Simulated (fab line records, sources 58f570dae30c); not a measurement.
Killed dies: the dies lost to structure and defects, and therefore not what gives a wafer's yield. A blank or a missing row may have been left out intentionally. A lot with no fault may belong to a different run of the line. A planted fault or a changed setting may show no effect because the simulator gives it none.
2 desks looking at one fault ; flow berkeley-cmos170 ; numbers are kept per desk, each desk with only its own; the story behind them comes last

== AT THE METROLOGY DESK ==
Means of the sampled wafers that have a number, per lot and without regard to the tool the lot ran on: this is what the gauges read. Marked OUT: a lot whose mean sits more than 4 standard deviations from the usual mean, which makes it out of limits; the brackets give that distance.
Columns: A = PFIELD_TW at UCB170_PFIELD_TW_MEAS_09, usual 599; B = PVT_OVL at UCB170_PVT_OVL_MEAS_06, usual 3 nm; C = FIELD_OXIDE_LEFT_2_THK at UCB170_FIELD_THK_MEAS_91, usual 353 nm
lot;first seen here;A;B;C
L853;day 3 17:18;603;0;350
L855;day 4 05:50;596;4;350
L857;day 5 01:47;589;4;352
L858;day 5 05:58;600;10;342
L863;day 6 03:19;607;3;361
L866;day 6 12:32;592;-10;341
L868;day 7 01:46;605;5;372
L869;day 7 21:39;597;6;358
L871;day 8 06:30;594;5;364
L872;day 8 12:26;603;5;356
L873;day 8 12:44;600;-2;347
L875;day 8 17:34;599;11;351
L874;day 8 17:41;598;3;349
L876;day 9 00:26;606;7;369
Result from this desk: across the 14 lots, nothing is out of limits.

== THE TOOL OWNER'S DESK: litho-track-04 ==
The tool's own readings at UCB170_PFIELD_COAT_01 (resist thk 900 nm): means of the sampled wafers that have a number, for each lot that ran on this tool. Marked OUT: a lot whose mean sits more than 4 standard deviations from the usual mean, which makes it out of limits; the brackets give that distance.
Columns: A = resist-line-temp-C at UCB170_PFIELD_COAT_01, usual 23.00 C; B = spin-speed-rpm at UCB170_PFIELD_COAT_01, usual 1499.9 rpm
lot;first seen here;A;B
L855;day 4 04:25;23.00;1499.9
L857;day 5 00:30;22.93;1188.9 (-99 or more) OUT
L858;day 5 04:27;23.05;1188.4 (-99 or more) OUT
L874;day 8 16:39;22.96;1499.9
L876;day 8 23:05;22.99;1500.6
This desk finds L857, L858 out of limits, L857 being first, at day 5 00:30 (spin-speed-rpm at UCB170_PFIELD_COAT_01). Within limits: L855, L874, L876.

== BROUGHT TOGETHER ==
An alarm could have come from the tool owner's desk at day 5 00:30, on L857, L858.
Metrology desk: nothing out of limits seen.
The metrology desk holds a record of L857, L858, inside its limits.
All the named lots went through UCB170_PFIELD_COAT_01 on litho-track-04.

== WHAT THE SIMULATOR HAD PUT IN ==
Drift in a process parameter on litho-track-04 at UCB170_PFIELD_COAT_01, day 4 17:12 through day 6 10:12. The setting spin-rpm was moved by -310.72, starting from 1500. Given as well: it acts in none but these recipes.
Lots struck among those shown: L857, L858.
How many hours passed from the start of the fault until each desk's first out-of-limits reading: the tool owner's desk, 7.
